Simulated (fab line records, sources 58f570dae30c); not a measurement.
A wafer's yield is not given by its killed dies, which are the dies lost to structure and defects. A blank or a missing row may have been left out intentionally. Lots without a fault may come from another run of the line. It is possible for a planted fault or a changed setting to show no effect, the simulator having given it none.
Problem report, 8D (eight disciplines) form, completed by code | flow berkeley cmos170 | the parts of the form that need people (team, actions taken, sign-off) are left out

1. THE ISSUE
SILICIDE_TI_RS at UCB170_SILICIDE_RS_MEAS_02 reads a mean of 26.3 ohm/sq on 1 wafer of 1 lot; wafers without a fault read 24.6 ohm/sq with a standard deviation of 0.31. That puts it +5.5 standard deviations away from the usual mean.
The step: measures by four-point-probe.
The first sign was on wafer L634.5 at day 9 16:49, on film metro-03. At this step, 37 wafers from 13 lots have a number in the record. The rule behind "out" and "out of limits": a value lying over 4 standard deviations away from the usual mean. The other wafers with a number count as sound.

2. WHAT THIS IS AND IS NOT
question                    | is                     | is not
which readings at this step | SILICIDE_TI_RS         | -
which lots                  | L634                   | L621, L622, L623, L624, L625, L631, L636, L637, L638, L639, L643, L644
which wafers of those lots  | all that have a number | -
read on which gauges        | film metro-03          | film metro-02, film metro-04
when                        | from day 9 16:49       | up to then (18 sound wafers); but 18 sound wafers of L636, L637, L638, L639, L643, L644 came after

3. WHAT RULES OUT EACH SUSPECT
Counting: any tool at a process step up to the reading is kept as a suspect provided that every lot that is out went through it and no sound lot did after the first of them.
- the gauge at UCB170_SILICIDE_RS_MEAS_02: kept. All the wafers that are out were read on film metro-03, and no step on other tools shows them out.
- plasma asher-03 at UCB170_PWELL_STRIP_16 (strips in O2): ruled out as a lasting fault. Following L634 (day 5 14:16), the first lot on it that is out, the sound lots L636 were run on it.
- pvd sputter-03 at UCB170_SILICIDE_SPUTTER_01 (material Ti, target thk 30 nm, time 26.25 s): kept. It ran the lot that is out, L634 (day 9 16:44), and no sound lot after that; its last sound lot up to then is L624 (day 7 04:16).
After counting, pvd sputter-03 at UCB170_SILICIDE_SPUTTER_01 and film metro-03 at UCB170_SILICIDE_RS_MEAS_02 remain.

4. THE CAUSE (what the simulator had put in)
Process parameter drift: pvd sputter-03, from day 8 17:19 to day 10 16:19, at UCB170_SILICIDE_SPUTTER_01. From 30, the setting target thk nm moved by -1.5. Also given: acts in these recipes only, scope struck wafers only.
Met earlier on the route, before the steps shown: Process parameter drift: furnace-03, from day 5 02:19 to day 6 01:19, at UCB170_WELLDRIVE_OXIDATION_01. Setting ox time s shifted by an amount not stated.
Of the 2 suspects that counting leaves, this tool is one.

5. THE EFFECT CHAIN, in route order
One row per reading whose mean, taken over the struck wafers that have a number, lies over 3 standard deviations from the usual. Scope: only readings with a usual standard deviation given in the record; hours: median across lots of the time from each lot's start at the first step in this table that gives one to its start at this step; sigmas: change in usual standard deviations.
hours | step                        | reading            | usual       | on struck wafers | change | sigmas
0     | UCB170_SILICIDE_RS_MEAS_02  | SILICIDE_TI_RS     | 24.6 ohm/sq | 26.3             | +1.7   | +5.5
7     | UCB170_SILICIDE_THK_MEAS_03 | SILICIDE_TI_THK    | 31.4 nm     | 29.6             | -1.8   | -5.3
29    | UCB170_M3_PROBE_99          | killed_at_M0_to_M3 | 0.8         | 4.0              | +3.2   | +3.3
Its process steps:
- UCB170_M3_PROBE_99
Later measuring or inspecting steps at which every struck wafer that the step has a row for has a number for every such reading, and none has moved that far: UCB170_V2_THK_MEAS_04.

6. WHAT WOULD HAVE CAUGHT IT SOONER
The first out-of-limits reading at a measuring or inspecting step in this record came at day 9 16:49, 24 hours after the fault's start at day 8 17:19.
Tool readings at UCB170_SILICIDE_SPUTTER_01 with a usual standard deviation given in the record: none out on any struck wafer, hence no alarm at a limit of 4 standard deviations on them.
All the lots that are out (1) had begun UCB170_SILICIDE_SPUTTER_01 on pvd sputter-03 by day 9 16:49. A hold on the tool at that time would have spared none of them.
